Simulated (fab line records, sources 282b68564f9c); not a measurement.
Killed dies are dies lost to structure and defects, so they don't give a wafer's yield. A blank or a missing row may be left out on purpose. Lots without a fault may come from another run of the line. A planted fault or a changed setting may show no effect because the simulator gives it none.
One fault seen from 2 desks | flow rit_cmos | each desk has only its own numbers; what lay behind them comes last

THE TOOL OWNER'S DESK: implanter-04
The tool's own readings at RIT_PWELL_IMPLANT_08: means of the sampled wafers that have a number, for each lot that ran on this tool. A lot is out of limits, marked OUT, if its mean lies more than 4 standard deviations from the usual mean; the brackets give that distance.
Columns: A = tilt_deg at RIT_PWELL_IMPLANT_08, usual 6.999 degrees
lot  | first seen here | A
L428 | day 2 03:14     | 7.009
L437 | day 4 00:07     | 7.000
L440 | day 4 15:09     | 8.107 (+58) OUT
L448 | day 6 07:46     | 8.091 (+57) OUT
This desk's finding: out of limits on L440, L448; first on L440, day 4 15:09 (tilt_deg at RIT_PWELL_IMPLANT_08). In limits: L428, L437.

THE METROLOGY DESK
What the gauges read, lot by lot, whatever tool the lot ran on: means of the sampled wafers that have a number. A lot is out of limits, marked OUT, if its mean lies more than 4 standard deviations from the usual mean; the brackets give that distance.
Columns: A = PWELL_RS at RIT_WELLDRIVE_RS_MEAS_02, usual 430.7 ohm/sq; B = NSD_OVL at RIT_NSD_OVL_MEAS_06, usual 0.1 nm; C = PLDD_RS at RIT_SDANNEAL_RS_MEAS_06, usual 180.5 ohm/sq; D = cd_nm at RIT_M1_CD_MEAS_90, usual 2600 nm
lot  | first seen here | A     | B    | C     | D
L427 | day 2 04:34     | 430.2 | 0.2  | 180.3 | 2602
L428 | day 2 08:49     | 431.3 | -0.4 | 180.9 | 2600
L430 | day 2 19:15     | 430.6 | 2.0  | 180.0 | 2603
L431 | day 3 01:31     | 432.0 | -0.2 | 180.4 | 2598
L432 | day 3 05:42     | 431.9 | -1.0 | 181.6 | 2597
L433 | day 3 10:17     | 430.5 | 0.8  | 180.3 | 2604
L437 | day 4 06:01     | 429.1 | -0.3 | 180.4 | 2599
L438 | day 4 10:39     | 429.7 | 0.9  | 181.0 | 2594
L442 | day 5 07:08     | 432.4 | 0.1  | 179.8 | 2600
L440 | day 5 15:50     | -     | -0.9 | 180.7 | 2603
L446 | day 6 03:20     | 431.3 | 0.7  | 180.1 | 2599
L449 | day 6 18:35     | 429.8 | 0.1  | 180.8 | 2598
L450 | day 6 23:13     | 431.4 | -0.3 | 180.8 | 2599
L448 | day 7 08:31     | -     | 0.0  | 180.9 | 2601
This desk's finding: nothing out of limits on any of the 14 lots.

PUT TOGETHER
The tool owner's desk could have raised an alarm at day 4 15:09, on L440, L448.
The metrology desk saw nothing out of limits.
The metrology desk has L440, L448 on record, within its limits.
Of the lots named, all ran RIT_PWELL_IMPLANT_08 on implanter-04.

WHAT THE SIMULATOR HAD PUT IN
Process parameter drift: implanter-04, from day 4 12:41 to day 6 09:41, at RIT_PWELL_IMPLANT_08. Setting tilt_deg, moved by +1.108, from 7. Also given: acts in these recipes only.
Lots struck among those shown: L440, L448.
Hours from the fault's start to each desk's first reading out of limits: the tool owner's desk, 2.
